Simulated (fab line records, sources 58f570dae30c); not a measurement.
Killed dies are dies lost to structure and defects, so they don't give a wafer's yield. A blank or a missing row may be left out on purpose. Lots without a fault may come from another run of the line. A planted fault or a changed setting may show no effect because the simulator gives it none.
Which tool did it? | flow berkeley_cmos170 | 15 lots, 45 wafers sampled, at 3 steps of a route of 331

WHAT THE GAUGES READ, wafer by wafer
UCB170_SILICIDE_RS_MEAS_02: measures by four-point-probe. Usual: SILICIDE_TI_RS 26.1 ohm/sq, standard deviation 0.39.
lot  | measured     | on            | SILICIDE_TI_RS (ohm/sq) | flag
L573 | day 8 06:21  | film_metro-02 | 25.8 26.0 25.8          |
L571 | day 8 06:28  | film_metro-04 | 25.8 26.4 26.3          |
L572 | day 8 06:45  | film_metro-02 | 25.7 26.0 25.7          |
L574 | day 9 00:04  | film_metro-01 | 25.8 26.0 26.0          |
L576 | day 9 09:24  | film_metro-02 | 11.7 11.7 11.8          | OFF
L575 | day 9 09:36  | film_metro-02 | 25.5 26.5 26.2          |
L577 | day 9 09:46  | film_metro-04 | 26.0 26.5 26.2          |
L578 | day 10 00:28 | film_metro-01 | 11.7 11.7 11.7          | OFF
L582 | day 10 00:55 | film_metro-02 | 11.6 11.7 11.7          | OFF
L588 | day 11 13:22 | film_metro-01 | 26.3 26.4 25.8          |
L586 | day 11 13:53 | film_metro-01 | 27.0 26.4 26.0          |
L589 | day 12 05:52 | film_metro-04 | 26.4 26.5 26.7          |
L590 | day 12 06:13 | film_metro-01 | 25.8 26.1 26.0          |
L593 | day 12 17:13 | film_metro-02 | 25.6 25.6 25.3          |
L592 | day 12 17:35 | film_metro-01 | 26.2 26.3 26.1          |

UCB170_SILICIDE_THK_MEAS_03: measures by xrf. Usual: SILICIDE_TI_THK 29.8 nm, standard deviation 0.41.
lot  | measured     | on            | SILICIDE_TI_THK (nm) | flag
L573 | day 8 06:28  | film_metro-02 | 30.3 30.0 30.3       |
L571 | day 8 06:35  | film_metro-04 | 30.0 29.6 29.6       |
L572 | day 8 06:51  | film_metro-02 | 30.5 30.1 30.4       |
L574 | day 9 00:10  | film_metro-01 | 30.4 30.3 29.9       |
L576 | day 9 09:29  | film_metro-02 | 59.4 59.7 59.1       | OFF
L575 | day 9 09:43  | film_metro-02 | 30.1 29.3 29.4       |
L577 | day 9 09:53  | film_metro-04 | 29.8 29.4 29.8       |
L578 | day 10 00:36 | film_metro-01 | 60.1 60.0 60.4       | OFF
L582 | day 10 01:02 | film_metro-02 | 59.9 59.3 59.4       | OFF
L588 | day 11 13:29 | film_metro-01 | 29.7 29.5 30.2       |
L586 | day 11 13:58 | film_metro-01 | 29.1 29.6 29.9       |
L589 | day 12 05:59 | film_metro-04 | 29.5 29.4 29.1       |
L590 | day 12 06:19 | film_metro-01 | 30.1 30.0 29.9       |
L593 | day 12 17:19 | film_metro-02 | 30.1 30.1 30.5       |
L592 | day 12 17:42 | film_metro-01 | 29.9 29.9 29.9       |

WHICH TOOL RAN EACH LOT (tool, then ch and the chambers of the sampled wafers, then the start)
lot  | UCB170_SILICIDE_SPUTTER_01
L573 | pvd_sputter-04, day 8 06:01
L571 | pvd_sputter-03, day 8 06:18
L572 | pvd_sputter-04, day 8 06:32
L574 | pvd_sputter-03, day 8 23:59
L576 | pvd_sputter-03, day 9 09:04
L575 | pvd_sputter-02, day 9 09:34
L577 | pvd_sputter-04, day 9 09:44
L578 | pvd_sputter-02, day 10 00:14
L582 | pvd_sputter-04, day 10 00:41
L588 | pvd_sputter-04, day 11 13:20
L586 | pvd_sputter-03, day 11 13:47
L589 | pvd_sputter-04, day 12 05:50
L590 | pvd_sputter-03, day 12 06:08
L593 | pvd_sputter-02, day 12 17:10
L592 | pvd_sputter-03, day 12 17:33
- UCB170_SILICIDE_SPUTTER_01: material Ti, target thk 30 nm, time 25 s.

WHAT THE TOOLS THEMSELVES READ (means of the sampled wafers that have a number; where no wafer has one, the mark that the record gives instead)
UCB170_SILICIDE_SPUTTER_01. Usual: chamber_pressure_pa 0.5001 Pa, standard deviation 0.00095; throttle_valve_pct 29.9 %, standard deviation 0.88.
lot  | tool           | chamber_pressure_pa (Pa) | throttle_valve_pct (%) | flag
L573 | pvd_sputter-04 | 0.4997                   | 29.3                   |
L571 | pvd_sputter-03 | 0.4999                   | 30.5                   |
L572 | pvd_sputter-04 | 0.4997                   | 30.2                   |
L574 | pvd_sputter-03 | 0.5006                   | 30.5                   |
L576 | pvd_sputter-03 | 0.5002                   | 30.6                   |
L575 | pvd_sputter-02 | 0.4993                   | 30.0                   |
L577 | pvd_sputter-04 | 0.5004                   | 29.4                   |
L578 | pvd_sputter-02 | 0.4994                   | 29.1                   |
L582 | pvd_sputter-04 | 0.4993                   | 29.6                   |
L588 | pvd_sputter-04 | 0.5001                   | 29.9                   |
L586 | pvd_sputter-03 | 0.4999                   | 29.7                   |
L589 | pvd_sputter-04 | 0.4988                   | 30.5                   |
L590 | pvd_sputter-03 | 0.5000                   | 30.6                   |
L593 | pvd_sputter-02 | 0.4993                   | 29.5                   |
L592 | pvd_sputter-03 | 0.5002                   | 30.6                   |

THE ANSWER, worked out from the rows above alone
Rule: a lot is off if the mean of its wafers that have a number lies more than 3 standard deviations from the usual mean. A lot without any number at a reading at which 4 lots or more have one is off too. The other lots that the step has rows for count as sound. The gauges are gone through in route order, then the tools' own readings, and for those a lot's mean is taken as printed above. The first step at which some lot is off is used, and at that step the reading that is off furthest; a lot without a number counts as furthest.
Off: L576, L578, L582, at UCB170_SILICIDE_RS_MEAS_02 (SILICIDE_TI_RS).
A tool fits if, at a process step before that reading, it ran every lot that is off, and no sound lot after the first of them. The gauges at UCB170_SILICIDE_RS_MEAS_02 are tried like those tools. None of those tried fits.

WHAT THE SIMULATOR HAD PUT IN
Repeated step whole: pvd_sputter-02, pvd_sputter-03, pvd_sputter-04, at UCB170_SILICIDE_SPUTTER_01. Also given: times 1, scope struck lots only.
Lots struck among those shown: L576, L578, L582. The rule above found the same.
